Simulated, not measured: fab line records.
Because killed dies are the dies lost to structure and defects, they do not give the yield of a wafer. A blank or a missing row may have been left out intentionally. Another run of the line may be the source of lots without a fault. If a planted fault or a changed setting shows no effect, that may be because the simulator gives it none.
Which tool is to blame?    flow berkeley cmos170    14 lots with 42 wafers sampled at 5 steps, on a route of 331 steps

== WHAT THE GAUGES READ, wafer by wafer ==
UCB170_M2_CD_MEAS_15: the cd target is 700 nm.
lot   measured      on         cd nm (nm)
L970  day 7 04:32   cd sem-01  701.1 700.4 700.7
L972  day 7 15:02   cd sem-01  702.0 700.2 700.2
L974  day 7 15:41   cd sem-02  699.3 701.5 699.8
L975  day 7 20:37   cd sem-02  702.2 703.9 702.8
L977  day 8 14:42   cd sem-02  699.3 700.0 700.3
L976  day 8 15:26   cd sem-02  702.5 703.1 702.4
L979  day 9 11:27   cd sem-01  702.1 702.1 700.4
L981  day 9 23:08   cd sem-01  698.9 699.0 698.2
L984  day 10 16:13  cd sem-01  698.7 698.1 700.3
L983  day 10 16:35  cd sem-01  701.6 701.1 700.3
L985  day 11 09:34  cd sem-01  702.1 700.7 700.5
L986  day 11 20:56  cd sem-01  679.6 677.1 678.5
L992  day 12 08:29  cd sem-01  679.6 679.2 678.9
L993  day 13 09:11  cd sem-01  700.8 700.6 700.0

UCB170_M2_OVL_MEAS_16.
lot   measured      on          M2_OVL (nm)
L970  day 7 04:38   overlay-01  8 4 5
L972  day 7 15:08   overlay-02  10 3 5
L974  day 7 15:49   overlay-02  4 -2 7
L975  day 7 20:44   overlay-01  5 0 9
L977  day 8 14:49   overlay-01  2 2 -1
L976  day 8 15:32   overlay-02  11 2 7
L979  day 9 11:34   overlay-01  6 3 -2
L981  day 9 23:16   overlay-01  2 1 8
L984  day 10 16:19  overlay-02  -2 3 2
L983  day 10 16:40  overlay-01  -3 4 0
L985  day 11 09:41  overlay-02  4 -6 -1
L986  day 11 21:02  overlay-02  6 14 1
L992  day 12 08:34  overlay-01  10 5 0
L993  day 13 09:16  overlay-01  4 4 5

UCB170_V2_THK_MEAS_01.
lot   measured      on             V2_TEOS_THK (nm)
L970  day 7 05:17   film metro-02  2001 2039 2059
L972  day 7 15:47   film metro-02  2006 1996 2045
L974  day 7 16:27   film metro-01  2016 2010 2054
L975  day 7 21:28   film metro-01  1987 1968 2026
L977  day 8 15:39   film metro-01  1986 2042 2058
L976  day 8 16:11   film metro-04  1991 2041 2059
L979  day 9 12:13   film metro-04  2009 2031 2038
L981  day 9 23:54   film metro-04  2020 2032 2061
L984  day 10 17:11  film metro-01  2018 2016 2033
L983  day 10 17:55  film metro-01  2023 2052 2054
L985  day 11 10:20  film metro-02  1966 2049 2033
L986  day 11 22:02  film metro-02  2022 2006 2058
L992  day 12 09:27  film metro-04  1992 2023 2039
L993  day 13 10:00  film metro-01  2024 2034 2051

== WHICH TOOL RAN EACH LOT (tool, then ch and the chambers of the sampled wafers, then the start) ==
lot   UCB170_M2_PEB_13                   UCB170_M2_ETCH_17
L970  litho track-03 ch 0, day 7 04:16   rie diel-02 ch 0,2,3, day 7 04:39
L972  litho track-04 ch 0, day 7 14:46   rie diel-01 ch 0,1,3, day 7 15:10
L974  litho track-04 ch 0, day 7 15:25   rie diel-04 ch 0,2,3, day 7 15:50
L975  litho track-03 ch 0, day 7 20:20   rie diel-02 ch 0,1, day 7 20:46
L977  litho track-04 ch 0, day 8 14:25   rie diel-04 ch 0,2,3, day 8 14:51
L976  litho track-03 ch 0, day 8 15:10   rie diel-02 ch 2,3, day 8 15:34
L979  litho track-03 ch 0, day 9 11:10   rie diel-01 ch 0,1, day 9 11:37
L981  litho track-04 ch 0, day 9 22:52   rie diel-01 ch 0,3, day 9 23:17
L984  litho track-04 ch 0, day 10 15:57  rie diel-04 ch 2,3, day 10 16:20
L983  litho track-03 ch 0, day 10 16:10  rie diel-01 ch 0,1,3, day 10 16:41
L985  litho track-03 ch 0, day 11 09:17  rie diel-01 ch 1,2,3, day 11 09:43
L986  litho track-04 ch 0, day 11 20:40  rie diel-01 ch 1,2,3, day 11 21:04
L992  litho track-04 ch 0, day 12 08:10  rie diel-04 ch 1,2, day 12 08:35
L993  litho track-03 ch 0, day 13 08:48  rie diel-04 ch 0,1,2, day 13 09:17
- UCB170_M2_PEB_13
- UCB170_M2_ETCH_17: etches BARC in N2/H2.

== WHAT THE TOOLS THEMSELVES READ (means of the sampled wafers that have a number; where no wafer has one, the mark that the record gives instead) ==
UCB170_M2_PEB_13.
lot   tool            exhaust pa (Pa)  heater power total W (W)  plate temp C (C)
L970  litho track-03  44.5             56.78                     129.85
L972  litho track-04  44.3             56.80                     129.94
L974  litho track-04  45.4             56.84                     130.10
L975  litho track-03  44.2             56.83                     129.97
L977  litho track-04  44.6             56.76                     129.96
L976  litho track-03  45.1             56.80                     130.10
L979  litho track-03  45.2             56.84                     130.17
L981  litho track-04  45.7             56.80                     129.92
L984  litho track-04  45.5             56.81                     129.82
L983  litho track-03  44.6             56.82                     129.86
L985  litho track-03  44.1             56.81                     129.98
L986  litho track-04  45.3             58.97                     133.84
L992  litho track-04  45.9             59.02                     133.83
L993  litho track-03  44.9             56.83                     129.93

UCB170_M2_ETCH_17.
lot   tool         chamber pressure mTorr (mTorr)  drypump motor current A (A)  oes product au (a.u.)  throttle valve pct (%)
L970  rie diel-02  30.027                          5.8                          0.979                  13.11
L972  rie diel-01  30.000                          5.6                          1.005                  13.29
L974  rie diel-04  30.003                          6.0                          0.975                  13.23
L975  rie diel-02  30.010                          6.6                          1.005                  13.25
L977  rie diel-04  30.008                          5.9                          0.979                  13.25
L976  rie diel-02  29.997                          5.5                          0.963                  13.15
L979  rie diel-01  29.996                          6.0                          1.007                  13.40
L981  rie diel-01  30.025                          6.1                          1.004                  13.25
L984  rie diel-04  30.003                          5.8                          0.983                  13.30
L983  rie diel-01  30.012                          5.6                          1.015                  13.28
L985  rie diel-01  29.996                          5.4                          1.024                  13.34
L986  rie diel-01  29.999                          5.3                          1.024                  13.33
L992  rie diel-04  30.018                          6.3                          0.988                  13.01
L993  rie diel-04  30.024                          6.2                          0.978                  13.07

== THE ANSWER, worked out from the rows above alone ==
Rule: usual is defined by the lots themselves. The widest of any qualifying gaps counts: lots, ordered by their means at a reading, are off when they make up no more than a third of the lots, leave a main group of 4 or more, and stand apart from it by 3 or more times the standard deviation of that group's means. The tables above print the reading to a certain number of digits; a main group whose means all agree to those digits is not used. Also off: a lot with no number at a reading for which 4 or more lots have one. Any other lot the step has rows for is counted as sound. The gauges are gone through in route order, then the tools' own readings, and for those a lot's mean is taken as printed above. The first step at which some lot is off is used, and at that step the reading that is off furthest; a lot without a number counts as furthest.
Off: L986, L992 (UCB170_M2_CD_MEAS_15, cd nm). For the main group the mean is 700.8 nm and the standard deviation 1.2.
If a tool, at a process step before that reading, ran all the lots that are off and no sound lot after the first of them, it fits. Not tried: the gauges at UCB170_M2_CD_MEAS_15; whatever is off there is also off at UCB170_M2_PEB_13, on other tools, and gauge error can't account for it. One fits: litho track-04 at UCB170_M2_PEB_13. A fault onset in the window from L984 (day 10 15:57, its last sound lot) to L986 (day 11 20:40, its first lot off) fits.
The tool's own readings at UCB170_M2_PEB_13 bear it out: on the lots that are off they differ by more than 5 times the standard deviation of the sound lots' means. heater power total W reads 59.00 W there against 56.81 W on the sound lots; plate temp C reads 133.84 C there against 129.97 C on the sound lots.

== WHAT THE SIMULATOR HAD INSERTED ==
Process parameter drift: litho track-04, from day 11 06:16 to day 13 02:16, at UCB170_M2_PEB_13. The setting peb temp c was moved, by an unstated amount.
Shown lots that were struck: L986, L992. The rule above reached the same finding.
